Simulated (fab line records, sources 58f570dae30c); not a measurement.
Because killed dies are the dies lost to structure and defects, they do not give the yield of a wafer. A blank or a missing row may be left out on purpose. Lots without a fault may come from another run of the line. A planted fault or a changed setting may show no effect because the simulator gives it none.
Struck lot and sound lot, side by side :: flow berkeleyCmos170 :: 16 out of 331 route steps
Sound: these wafers, L689.3, L689.4, L689.6. Struck: wafers L697.2, L697.3, L697.5. The cause comes at the end.
Each step with rows lists, per side, the tool, then ch with its chambers, then its first start. Under that, the readings that differ: sound wafers :: struck wafers :: difference of the means :: sigmas: that difference in standard deviations of wafers without a fault.
alike: same words and numbers on both sides, and readings whose means sit less than 2 such deviations apart. not compared: any withheld reading, any reading some wafer has no value for, any bound like >300 that may hide the same value, and any number with overlapping values for which the record gives no deviation.
The two part at a step that has a row with sigmas, a row that says differs or no value, or rows on one side only. Numbers that have no deviation but don't overlap get no sigmas and don't part them. A reading that every wafer of one side lacks parts them only if that side has two wafers or more.

first, 1 step without rows for these wafers: UCB170_START_OXIDATION_02 (target thk 20 nm, ox time 1800 s).
UCB170_START_THK_MEAS_03:
  sound on filmMetro-01, day 3 10:07; struck on filmMetro-04, day 4 23:24
  alike: START_OXIDE_THK
then, 7 steps without rows for these wafers: UCB170_START_ANNEAL_04 (time 1200 s); UCB170_ZERO_HMDS_00 (prime time 60 s); UCB170_ZERO_COAT_01 (resist thk 900 nm); UCB170_ZERO_SOFTBAKE_02 (time 60 s); UCB170_ZERO_EXPOSE_03 (exposes mask PM MARKS, target cd 4000 nm); UCB170_ZERO_PEB_04; UCB170_ZERO_DEVELOP_05 (develop time 45 s).
UCB170_ZERO_ETCH_06: etches SiO2 in CHF3/CF4/Ar, time 12 s.
  sound on rieDiel-02 ch 1,3, day 3 16:43; struck on rieDiel-02 ch 1,2, day 5 04:10
  alike: drypumpMotorCurrentA, oesProductAu, throttleValvePct
  not compared: rfHoursCounterH
UCB170_ZERO_STRIP_07: strips in O2.
  sound on plasmaAsher-04 ch 0,1, day 3 16:46; struck on plasmaAsher-02 ch 0,1, day 5 04:11
  alike: drypumpMotorCurrentA, oesProductAu, stripTimeToEndpointS
  not compared: rfHoursCounterH
then, 1 step without rows for these wafers: UCB170_NWELL_WET_ETCH_00 (etches SiO2 in dHF, time 200 s).
UCB170_NWELL_OXIDATION_01: target thk 26.4 nm, ox time 1260 s.
  sound on furnace-02 ch 0, day 3 21:13; struck on furnace-01 ch 0, day 5 12:41
reading: spikeTcCentreC (C)
sound: 1003.4 1003.7 1005.9
struck: 1002.2 1001.6 1000.2
difference: -3.0
sigmas: -2
  alike: spikeTcLoadC, spikeTcSourceC, tube_center_temp_C_max
UCB170_NWELL_THK_MEAS_02:
  sound on filmMetro-03, day 3 22:35; struck on filmMetro-03, day 5 14:03
reading: NWELL_OXIDE_THK (nm)
sound: 26.3 25.7 26.0
struck: 41.6 40.7 41.5
difference: +15.3
sigmas: +36
then, 1 step without rows for these wafers: UCB170_NWELL_ANNEAL_03 (time 900 s).
UCB170_M3_PROBE_99:
  rows exist in the record for the sound wafers here (prober-01, day 10 13:53), none for the struck ones

== WHERE THEY PART ==
First at UCB170_NWELL_OXIDATION_01; last, within this record, at UCB170_M3_PROBE_99.

WHY: whatever the simulator had introduced
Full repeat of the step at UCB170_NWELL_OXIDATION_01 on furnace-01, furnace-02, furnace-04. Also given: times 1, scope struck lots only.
